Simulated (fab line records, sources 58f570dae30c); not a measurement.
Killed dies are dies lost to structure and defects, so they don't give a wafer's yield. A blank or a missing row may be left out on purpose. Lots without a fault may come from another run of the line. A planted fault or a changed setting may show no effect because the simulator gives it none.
A struck lot beside a sound one | flow berkeley_cmos170 | 17 steps out of a route of 331
Sound: wafers L495.1, L495.2, L495.5. Struck: wafers L505.2, L505.6. (L505.3 of the same lot was not struck and is left out.) The cause comes at the end.
At each step with rows: each side's tool, then ch and its chambers, then its first start. Under that, the readings that differ: sound wafers | struck wafers | difference of the means | sigmas: that difference in standard deviations of wafers without a fault.
alike: readings whose means differ by less than 2 such deviations, and words and numbers that are the same on both sides. not compared: withheld readings, readings that some wafer has no value for, bounds like >300 that may hide the same value, and numbers for which the record gives no deviation and whose values overlap.
The two part at a step that has a row with sigmas, a row that says differs or no value, or rows on one side only. Numbers that don't overlap but have no deviation are shown without sigmas and don't part them. A reading that every wafer of one side lacks parts them only if that side has two wafers or more.

UCB170_M1_SPUTTER_00: material Al, target thk 600 nm, time 80 s.
  sound on pvd_sputter-03, day 8 11:31; struck on pvd_sputter-03, day 10 07:10
  alike: throttle_valve_pct
UCB170_M1_RS_MEAS_01: measures by four-point-probe.
  sound on film_metro-01, day 8 11:35; struck on film_metro-04, day 10 07:15
  alike: M1_AL_RS
UCB170_M1_THK_MEAS_02: measures by xrf.
  sound on film_metro-01, day 8 11:43; struck on film_metro-04, day 10 07:22
  alike: M1_AL_THK
then, 6 steps without rows for these wafers: UCB170_M1_COAT_03; UCB170_M1_COAT_04 (resist thk 900 nm); UCB170_M1_SOFTBAKE_05 (time 60 s); UCB170_M1_EXPOSE_06 (exposes mask METAL1, target cd 700 nm); UCB170_M1_PEB_07; UCB170_M1_DEVELOP_08 (develop time 45 s).
UCB170_M1_CD_MEAS_09: target cd 700 nm.
  sound on cd_sem-01, day 8 13:01; struck on cd_sem-01, day 10 08:29
  alike: cd_nm
UCB170_M1_OVL_MEAS_10:
  sound on overlay-01, day 8 13:08; struck on overlay-02, day 10 08:35
  alike: M1_OVL
UCB170_M1_ETCH_11: etches BARC in N2/H2.
  sound on rie_diel-01 ch 0,1,2, day 8 13:10; struck on rie_diel-01 ch 2,3, day 10 08:37
  alike: drypump_motor_current_A, oes_product_au, throttle_valve_pct
UCB170_M1_METAL_ETCH_12: etches Al in Cl2/BCl3, stops on PSG, target depth 780 nm, time 130 s.
  sound on rie_metal-03 ch 0,1, day 8 13:12; struck on rie_metal-03 ch 0, day 10 08:39
  reading                             | sound             | struck      | difference | sigmas
  mfc_cl2_sccm (sccm)                 | 89.19 89.83 89.85 | 90.28 90.09 | +0.56      | +2
  oes_product_au (a.u.)               | 0.875 0.835 0.867 | 0.968 0.967 | +0.109     | +6
  run_length_s (s)                    | 158.8 159.1 158.8 | 133.7 133.7 | -25.2      | -49
  model.KrF_of_M1_COAT_04.thk_nm (nm) | 438.5 445.9 443.2 | 528 529.3   | +86        |
  model.M1.cd_nm (nm)                 | 699.1 699.3 698.7 | 705.7 707.1 | +7.4       |
  alike: drypump_motor_current_A, throttle_valve_pct
  not compared: rf_hours_counter_h
UCB170_M1_STRIP_13: strips in O2.
  sound on plasma_asher-01 ch 0,1, day 8 13:20; struck on plasma_asher-04 ch 0, day 10 08:47
  alike: drypump_motor_current_A, oes_product_au
  not compared: rf_hours_counter_h
UCB170_M1_CD_MEAS_90: target cd 700 nm.
  sound on cd_sem-02, day 8 13:26; struck on cd_sem-02, day 10 08:55
  reading    | sound             | struck      | difference | sigmas
  cd_nm (nm) | 698.8 699.4 698.8 | 705.2 707.6 | +7.4       | +3
then, 1 step without rows for these wafers: UCB170_M1_ANNEAL_14 (time 1200 s).
UCB170_M3_PROBE_99:
  sound on prober-01, day 9 06:08; struck on prober-02, day 11 01:07
  reading                                   | sound                       | struck              | difference | sigmas
  model.etest.m1_comb_over_steps.over_limit | 0 0 0                       | 1 1                 | +1         |
  model.etest.ring.over_limit               | 0 0 0                       | 1 1                 | +1         |
  model.etest.antenna_m1.vt_shift_v (V)     | -0.007548 -0.01089 -0.00754 | -0.002377 0.0001915 | +0.007567  |

WHERE THEY PART
First at UCB170_M1_METAL_ETCH_12; last, within this record, at UCB170_M1_CD_MEAS_90.

WHY: what the simulator had put in
Process parameter drift: rie_metal-03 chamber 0, from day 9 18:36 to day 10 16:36, at UCB170_M1_METAL_ETCH_12. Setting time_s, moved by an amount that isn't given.
